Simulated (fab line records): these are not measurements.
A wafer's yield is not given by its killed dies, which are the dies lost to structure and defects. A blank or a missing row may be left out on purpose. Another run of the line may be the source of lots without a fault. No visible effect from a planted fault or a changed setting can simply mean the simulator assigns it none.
fab line records    flow berkeley_cmos170
[record] lots = 5  wafers = 23
route steps=331 shown V1@263 V2@292
start_h: hours from the record's opening day to when the first of the lot's shown wafers began    wait_h: hours since the lot's step before    " same as the row above    L1.1+2: one row covering several wafers at once    - value missing, or start not given    * or withheld: withheld    < > ~ a bound
route shown NAME@n: a module of which the file shows steps, and the number in the route of the first    usual: mean/standard deviation taken from wafers without a fault    same: alike in all rows    chamber/n: place in a boat    sites: the reading at each site    _std_site: standard deviation across them    _edge_site: inner sites' mean taken away from outer sites' mean    radius_mm: for every site, how far away it sits from the centre of the wafer    mask NAME#n: copy n    behind: tool/chamber where the wafer was last shaped    hold: the reason the lot was held/the length of the hold in hours/how it ended    device: the transistor (n, p or np) that didn't switch    end of line: tests run on the same wafers once the route is complete    a step given without rows: its recipe and nothing more    killed: at the first sort, the dies lost to defects and structure; wafer yield is something else    map: shows each die of a wafer: x if killed, . if not, _ if none is there
set.NAME: the setting as run; set.NAME@STEP: as run at that earlier step    model.NAME: the simulator's own value behind a step, which no gauge read
lots where settings were altered on purpose, with a table for each step and a row for each wafer
[[steps]]
[step UCB170_V1_EXPOSE_09]
[recipe] mask_id = VIA1  target_cd_nm = 700  na = 0.5  sigma_outer = 0.6  source_shape = conventional  dose_mj = 37
lot.wafer       tool            chamber  start_h  wait_h  mask    set.dose_mj
L074.1+2+5      krf_scanner-01  0        145.13   0.2     VIA1#0  37
L074.3+4        "               0        "        "       VIA1#0  34.34
L079.1+5+6      krf_scanner-02  0        179.69   0.2     VIA1#0  37
L078.1+6        krf_scanner-02  0        180.17   0.4     VIA1#0  37
L078.2+3+5      "               0        "        "       VIA1#0  34.75
L084.1+2+4      krf_scanner-01  0        191.49   0.2     VIA1#0  37
L084.3+6        "               0        "        "       VIA1#0  38.97
L085.1+2+3+5+6  krf_scanner-01  0        200.04   0.1     VIA1#0  37
[step UCB170_V1_PEB_10]
[recipe] peb_temp_c = 130  peb_time_s = withheld  resist = KrF
[step UCB170_V1_DEVELOP_11]
[recipe] developer = TMAH  develop_time_s = 45  resist = KrF  dev_temp_c = 21
[step UCB170_V1_CD_MEAS_12]
[recipe] target_cd_nm = 700
[usual] cd_nm = 700.2/1.1
lot.wafer  tool       chamber  start_h  wait_h  set.dose_mj@V1_EXPOSE_09  cd_nm
L074.1     cd_sem-01  -        145.89   -       37                        700.9
L074.2     "          -        "        "       37                        701.0
L074.3     "          -        "        "       34.34                     689.3
L074.4     "          -        "        "       34.34                     687.9
L074.5     "          -        "        "       37                        701.2
L079.1     cd_sem-01  -        180.08   -       37                        700.2
L079.5     "          -        "        "       37                        699.5
L079.6     "          -        "        "       37                        700.2
L078.1     cd_sem-02  -        180.59   -       37                        700.9
L078.2     "          -        "        "       34.75                     689.9
L078.3     "          -        "        "       34.75                     690.5
L078.5     "          -        "        "       34.75                     690.3
L078.6     "          -        "        "       37                        701.8
L084.1     cd_sem-01  -        191.88   -       37                        700.1
L084.2     "          -        "        "       37                        698.7
L084.3     "          -        "        "       38.97                     708.9
L084.4     "          -        "        "       37                        698.9
L084.6     "          -        "        "       38.97                     708.1
L085.1     cd_sem-01  -        201.04   -       37                        699.8
L085.2     "          -        "        "       37                        701.6
L085.3     "          -        "        "       37                        700.8
L085.5     "          -        "        "       37                        701.8
L085.6     "          -        "        "       37                        700.6
[step UCB170_V1_ETCH_14]
[recipe] chemistry = CHF3/CF4/Ar  target = SiO2  stop_on = Al  CHF3_flow_sccm = 45  cf4_flow_sccm = 15  Ar_flow_sccm = 150  pressure_mtorr = 200  rf_w = 700  target_depth_a = 12500  over_etch_frac = 0.25  time_s = 291
lot.wafer  tool         chamber  start_h  wait_h  set.dose_mj@V1_EXPOSE_09  model.V1.cd_nm
L074.1+5   rie_diel-01  0        146.05   0.0     37                        700.4
L074.2     "            2        "        "       37                        701.2
L074.3     "            3        "        "       34.34                     688.9
L074.4     "            2        "        "       34.34                     687.7
L079.1     rie_diel-04  0        180.23   0.0     37                        701.4
L079.5     "            3        "        "       37                        700
L079.6     "            0        "        "       37                        700.9
L078.1     rie_diel-04  3        180.74   0.0     37                        700.2
L078.2+3   "            0,1      "        "       34.75                     690.1
L078.5     "            0        "        "       34.75                     691
L078.6     "            3        "        "       37                        701.9
L084.1     rie_diel-01  2        192.04   0.0     37                        700.2
L084.2     "            1        "        "       37                        699.6
L084.3     "            3        "        "       38.97                     708.2
L084.4     "            0        "        "       37                        699
L084.6     "            1        "        "       38.97                     708.8
L085.1+3   rie_diel-04  3,0      201.20   0.0     37                        701
L085.2     "            2        "        "       37                        702.2
L085.5     "            1        "        "       37                        702.3
L085.6     "            0        "        "       37                        700.8
[step UCB170_V1_STRIP_15]
[recipe] chemistry = O2  power_w = 400  pressure_mtorr = 3500  platen_temp_c = withheld  o2_flow_sccm = 400  overash_fraction = 0.5
[step UCB170_V1_CD_MEAS_90]
[recipe] target_cd_nm = 700
[usual] cd_nm = 700.3/1.3
lot.wafer  tool       chamber  start_h  wait_h  set.dose_mj@V1_EXPOSE_09  cd_nm
L074.1     cd_sem-01  -        146.40   0.1     37                        700.2
L074.2     "          -        "        "       37                        701.1
L074.3     "          -        "        "       34.34                     688.9
L074.4     "          -        "        "       34.34                     687.6
L074.5     "          -        "        "       37                        700.5
L079.1     cd_sem-01  -        180.51   0.1     37                        701.2
L079.5     "          -        "        "       37                        700.2
L079.6     "          -        "        "       37                        701.3
L078.1     cd_sem-01  -        181.02   0.1     37                        700.3
L078.2     "          -        "        "       34.75                     689.8
L078.3     "          -        "        "       34.75                     690.5
L078.5     "          -        "        "       34.75                     691.1
L078.6     "          -        "        "       37                        701.8
L084.1     cd_sem-01  -        192.32   0.1     37                        700.4
L084.2     "          -        "        "       37                        699.8
L084.3     "          -        "        "       38.97                     708.3
L084.4     "          -        "        "       37                        699.2
L084.6     "          -        "        "       38.97                     708.7
L085.1     cd_sem-01  -        201.48   0.1     37                        700.8
L085.2     "          -        "        "       37                        702.2
L085.3     "          -        "        "       37                        700.6
L085.5     "          -        "        "       37                        702.5
L085.6     "          -        "        "       37                        701.0
[step UCB170_V2_CVD_00]
[recipe] material = SiO2  target_thk_nm = 2000  temp_c = 390  precursor = TEOS/O2  time_s = 250  rf_w = 550  pressure_mtorr = 9000
lot.wafer  tool      chamber  start_h  wait_h  set.time_s  model.SiO2_of_V2_CVD_00.thk_nm
L074.1     pecvd-03  0        149.95   0.1     229.6       1858
L074.2     "         2        "        "       250         2034
L074.3     "         1        "        "       229.6       1845
L074.4     "         0        "        "       250         2036
L074.5     "         1        "        "       250         2051
L079.1     pecvd-02  1        183.48   0.1     250         1979
L079.5     "         2        "        "       250         1999
L079.6     "         0        "        "       250         2033
L078.1     pecvd-02  0        184.28   0.1     260.4       2073
L078.2     "         1        "        "       250         1982
L078.3     "         2        "        "       260.4       2047
L078.5     "         1        "        "       250         2015
L078.6     "         2        "        "       260.4       2097
L084.1     pecvd-02  1        194.96   0.1     228.7       1849
L084.2     "         2        "        "       228.7       1817
L084.3     "         2        "        "       228.7       1841
L084.4     "         1        "        "       250         2042
L084.6     "         1        "        "       250         2035
L085.1     pecvd-03  2        205.00   0.1     265.5       2116
L085.2     "         1        "        "       265.5       2105
L085.3     "         0        "        "       250         1956
L085.5     "         2        "        "       265.5       2153
L085.6     "         0        "        "       250         2008
[step UCB170_V2_THK_MEAS_01]
[recipe] reads = SiO2_of_V2_CVD_00
[usual] V2_TEOS_THK = 2009/26
lot.wafer  tool           chamber  start_h  wait_h  set.time_s@V2_CVD_00  V2_TEOS_THK[nm]
L074.1     film_metro-04  -        150.10   0.1     229.6                 1858
L074.2     "              -        "        "       250                   2034
L074.3     "              -        "        "       229.6                 1845
L074.4     "              -        "        "       250                   2035
L074.5     "              -        "        "       250                   2050
L079.1     film_metro-04  -        183.64   0.1     250                   1979
L079.5     "              -        "        "       250                   2000
L079.6     "              -        "        "       250                   2035
L078.1     film_metro-01  -        184.43   0.1     260.4                 2073
L078.2     "              -        "        "       250                   1981
L078.3     "              -        "        "       260.4                 2046
L078.5     "              -        "        "       250                   2014
L078.6     "              -        "        "       260.4                 2097
L084.1     film_metro-04  -        195.19   0.2     228.7                 1849
L084.2     "              -        "        "       228.7                 1816
L084.3     "              -        "        "       228.7                 1839
L084.4     "              -        "        "       250                   2042
L084.6     "              -        "        "       250                   2034
L085.1     film_metro-01  -        205.15   0.1     265.5                 2117
L085.2     "              -        "        "       265.5                 2104
L085.3     "              -        "        "       250                   1956
L085.5     "              -        "        "       265.5                 2155
L085.6     "              -        "        "       250                   2007
[step UCB170_V2_CMP_02]
[recipe] material = SiO2  down_force_psi = 6  platen_rpm = 60  pad_velocity_m_s = 0.75398
lot.wafer  tool    chamber  start_h  wait_h  set.leave_above_ref_nm  model.SiO2_of_V2_CVD_00.thk_nm
L074.3+1   cmp-02  2,3      150.16   0.0     1048                    1049
L074.2     "       0        "        "       1000                    1001
L074.4     "       1        "        "       1000                    1000
L074.5     "       3        "        "       1048                    1048
L079.1+5   cmp-01  1        183.75   0.1     1000                    1002
L079.6     "       0        "        "       1000                    1001
L078.2     cmp-02  2        184.49   0.0     1000                    999.6
L078.1     "       3        "        "       1000                    999.5
L078.3     "       1        "        "       1000                    1001
L078.5+6   "       2,3      "        "       1000                    1000
L084.4     cmp-02  0        195.25   0.0     1000                    1000
L084.1     "       1        "        "       1000                    1001
L084.3+6   "       2,1      "        "       1032                    1033
L084.2     "       3        "        "       1032                    1031
L085.1     cmp-02  1        205.21   0.1     941.3                   942.3
L085.3     "       2        "        "       1000                    999.7
L085.2     "       0        "        "       1000                    1001
L085.6     "       1        "        "       941.3                   942
L085.5     "       2        "        "       941.3                   941
[step UCB170_V2_THK_MEAS_04]
[recipe] reads = SiO2_of_V2_CVD_00
[usual] V2_POLISHED_THK = 1000.2/0.94
lot.wafer  tool           chamber  start_h  wait_h  set.leave_above_ref_nm@V2_CMP_02  V2_POLISHED_THK[nm]
L074.1     film_metro-03  -        150.58   0.1     1048                              1048.0
L074.2     "              -        "        "       1000                              1000.1
L074.3     "              -        "        "       1048                              1049.6
L074.4     "              -        "        "       1000                              999.3
L074.5     "              -        "        "       1048                              1048.4
L079.1     film_metro-04  -        184.12   0.1     1000                              1001.9
L079.5     "              -        "        "       1000                              1001.9
L079.6     "              -        "        "       1000                              1001.5
L078.1     film_metro-01  -        184.91   0.1     1000                              999.4
L078.2     "              -        "        "       1000                              998.7
L078.3     "              -        "        "       1000                              1000.8
L078.5     "              -        "        "       1000                              1000.3
L078.6     "              -        "        "       1000                              1000.3
L084.1     film_metro-01  -        195.67   0.1     1000                              1000.4
L084.2     "              -        "        "       1032                              1030.1
L084.3     "              -        "        "       1032                              1032.9
L084.4     "              -        "        "       1000                              1000.3
L084.6     "              -        "        "       1032                              1031.9
L085.1     film_metro-01  -        205.63   0.1     941.3                             942.0
L085.2     "              -        "        "       1000                              1001.2
L085.3     "              -        "        "       1000                              999.1
L085.5     "              -        "        "       941.3                             941.2
L085.6     "              -        "        "       941.3                             941.7
[step UCB170_V2_EXPOSE_09]
[recipe] mask_id = VIA2  target_cd_nm = 700  na = 0.5  sigma_outer = 0.6  source_shape = conventional  dose_mj = 37
lot.wafer   tool            chamber  start_h  wait_h  mask    set.dose_mj
L074.1+5    krf_scanner-02  0        151.70   0.2     VIA2#0  37
L074.2+3+4  "               0        "        "       VIA2#0  38.48
L079.1+5+6  krf_scanner-01  0        185.32   0.3     VIA2#0  37
L078.1+2+6  krf_scanner-01  0        186.43   0.1     VIA2#0  37
L078.3+5    "               0        "        "       VIA2#0  38.76
L084.1+2    krf_scanner-02  0        196.67   0.2     VIA2#0  35.71
L084.3+4+6  "               0        "        "       VIA2#0  37
L085.1+6    krf_scanner-01  0        206.59   0.2     VIA2#0  35.62
L085.2+3+5  "               0        "        "       VIA2#0  37
[step UCB170_V2_PEB_10]
[recipe] peb_temp_c = 130  peb_time_s = withheld  resist = KrF
[step UCB170_V2_DEVELOP_11]
[recipe] developer = TMAH  develop_time_s = 45  resist = KrF  dev_temp_c = 21
[step UCB170_V2_CD_MEAS_12]
[recipe] target_cd_nm = 700
[usual] cd_nm = 699.6/1.8
lot.wafer  tool       chamber  start_h  wait_h  set.dose_mj@V2_EXPOSE_09  cd_nm
L074.1     cd_sem-02  -        152.43   -       37                        699.3
L074.2     "          -        "        "       38.48                     705.9
L074.3     "          -        "        "       38.48                     706.3
L074.4     "          -        "        "       38.48                     706.0
L074.5     "          -        "        "       37                        700.6
L079.1     cd_sem-01  -        186.56   -       37                        699.6
L079.5     "          -        "        "       37                        700.0
L079.6     "          -        "        "       37                        699.7
L078.1     cd_sem-01  -        187.56   -       37                        697.5
L078.2     "          -        "        "       37                        697.7
L078.3     "          -        "        "       38.76                     704.4
L078.5     "          -        "        "       38.76                     706.2
L078.6     "          -        "        "       37                        698.5
L084.1     cd_sem-01  -        197.06   -       35.71                     694.6
L084.2     "          -        "        "       35.71                     697.5
L084.3     "          -        "        "       37                        702.0
L084.4     "          -        "        "       37                        701.8
L084.6     "          -        "        "       37                        702.7
L085.1     cd_sem-01  -        207.07   -       35.62                     694.7
L085.2     "          -        "        "       37                        701.4
L085.3     "          -        "        "       37                        699.8
L085.5     "          -        "        "       37                        699.1
L085.6     "          -        "        "       35.62                     694.9
[step UCB170_V2_ETCH_14]
[recipe] chemistry = CHF3/CF4/Ar  target = SiO2  stop_on = Al  CHF3_flow_sccm = 45  cf4_flow_sccm = 15  Ar_flow_sccm = 150  pressure_mtorr = 200  rf_w = 700  target_depth_a = 12500  over_etch_frac = 0.25  time_s = 291
lot.wafer  tool         chamber  start_h  wait_h  set.leave_above_ref_nm@V2_CMP_02  set.dose_mj@V2_EXPOSE_09  model.etch.depth_nm  model.V2.feature_depth_nm  model.V2.cd_nm
L074.1     rie_diel-04  2        152.59   0.0     1048                              37                        1049                 1049                       700
L074.2     "            0        "        "       1000                              38.48                     1001                 1001                       705
L074.3     "            1        "        "       1048                              38.48                     1049                 1050                       706.4
L074.4     "            3        "        "       1000                              38.48                     1000                 1000                       706.1
L074.5     "            3        "        "       1048                              37                        1048                 1048                       700.9
L079.1     rie_diel-02  3        186.72   0.0     1000                              37                        1002                 1002                       700.4
L079.5     "            3        "        "       1000                              37                        1002                 1002                       700.8
L079.6     "            0        "        "       1000                              37                        1001                 1002                       699.1
L078.1     rie_diel-02  1        187.72   0.0     1000                              37                        999.5                999.5                      697.4
L078.2     "            0        "        "       1000                              37                        -                    999.7                      696.6
L078.3     "            2        "        "       1000                              38.76                     -                    1001                       704.9
L078.5     "            2        "        "       1000                              38.76                     1000                 1000                       706.1
L078.6     "            1        "        "       1000                              37                        1000                 1000                       699
L084.1     rie_diel-02  0        197.22   0.0     1000                              35.71                     -                    1001                       694.1
L084.2     "            1        "        "       1032                              35.71                     1031                 1031                       697.6
L084.3     "            2        "        "       1032                              37                        1033                 1033                       702.2
L084.4     "            3        "        "       1000                              37                        1000                 1000                       702.8
L084.6     "            1        "        "       1032                              37                        1033                 1033                       702.7
L085.1     rie_diel-02  2        207.23   0.0     941.3                             35.62                     -                    942.3                      694
L085.2     "            3        "        "       1000                              37                        -                    1001                       701.6
L085.3     "            0        "        "       1000                              37                        999.7                999.8                      699.9
L085.5     "            3        "        "       941.3                             37                        941                  941.4                      699.5
L085.6     "            0        "        "       941.3                             35.62                     942                  942.1                      694.6
[step UCB170_V2_STRIP_15]
[recipe] chemistry = O2  power_w = 400  pressure_mtorr = 3500  platen_temp_c = withheld  o2_flow_sccm = 400  overash_fraction = 0.5
[step UCB170_V2_CD_MEAS_90]
[recipe] target_cd_nm = 700
[usual] cd_nm = 699.6/1.9
lot.wafer  tool       chamber  start_h  wait_h  set.dose_mj@V2_EXPOSE_09  cd_nm
L074.1     cd_sem-02  -        152.87   0.1     37                        699.8
L074.2     "          -        "        "       38.48                     704.5
L074.3     "          -        "        "       38.48                     706.6
L074.4     "          -        "        "       38.48                     705.9
L074.5     "          -        "        "       37                        700.7
L079.1     cd_sem-01  -        186.99   0.1     37                        700.6
L079.5     "          -        "        "       37                        701.2
L079.6     "          -        "        "       37                        699.0
L078.1     cd_sem-01  -        187.99   0.1     37                        697.3
L078.2     "          -        "        "       37                        696.1
L078.3     "          -        "        "       38.76                     704.6
L078.5     "          -        "        "       38.76                     706.7
L078.6     "          -        "        "       37                        698.9
L084.1     cd_sem-02  -        197.50   0.1     35.71                     694.2
L084.2     "          -        "        "       35.71                     697.3
L084.3     "          -        "        "       37                        702.1
L084.4     "          -        "        "       37                        703.0
L084.6     "          -        "        "       37                        703.1
L085.1     cd_sem-02  -        207.51   0.1     35.62                     694.4
L085.2     "          -        "        "       37                        701.5
L085.3     "          -        "        "       37                        700.1
L085.5     "          -        "        "       37                        699.6
L085.6     "          -        "        "       35.62                     694.7
[[key]]
[split] step = UCB170_V1_EXPOSE_09  setting = dose_mj  stated = 37  by = wafer
[response] step = UCB170_V1_CD_MEAS_12  reading = cd_nm  change = +1.76  per = 1%  r = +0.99
[response] step = UCB170_V1_ETCH_14  reading = model.V1.cd_nm  change = +1.72  per = 1%  r = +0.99
[response] step = UCB170_V1_CD_MEAS_90  reading = cd_nm  change = +1.71  per = 1%  r = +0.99
[split] step = UCB170_V2_CVD_00  setting = time_s  stated = 250  by = wafer
[response] step = UCB170_V2_CVD_00  reading = model.SiO2_of_V2_CVD_00.thk_nm  change = +22.9  per = 1%  r = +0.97
[response] step = UCB170_V2_THK_MEAS_01  reading = V2_TEOS_THK  change = +22.9  per = 1%  r = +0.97
[split] step = UCB170_V2_CMP_02  setting = leave_above_ref_nm  stated = 1000  by = wafer
[response] step = UCB170_V2_CMP_02  reading = model.SiO2_of_V2_CVD_00.thk_nm  change = +9.98  per = 1%  r = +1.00
[response] step = UCB170_V2_THK_MEAS_04  reading = V2_POLISHED_THK  change = +10  per = 1%  r = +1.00
[response] step = UCB170_V2_ETCH_14  reading = model.etch.depth_nm  change = +10  per = 1%  r = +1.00
[response] step = UCB170_V2_ETCH_14  reading = model.V2.feature_depth_nm  change = +9.98  per = 1%  r = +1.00
[split] step = UCB170_V2_EXPOSE_09  setting = dose_mj  stated = 37  by = wafer
[response] step = UCB170_V2_CD_MEAS_12  reading = cd_nm  change = +1.56  per = 1%  r = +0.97
[response] step = UCB170_V2_ETCH_14  reading = model.V2.cd_nm  change = +1.62  per = 1%  r = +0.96
[response] step = UCB170_V2_CD_MEAS_90  reading = cd_nm  change = +1.66  per = 1%  r = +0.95
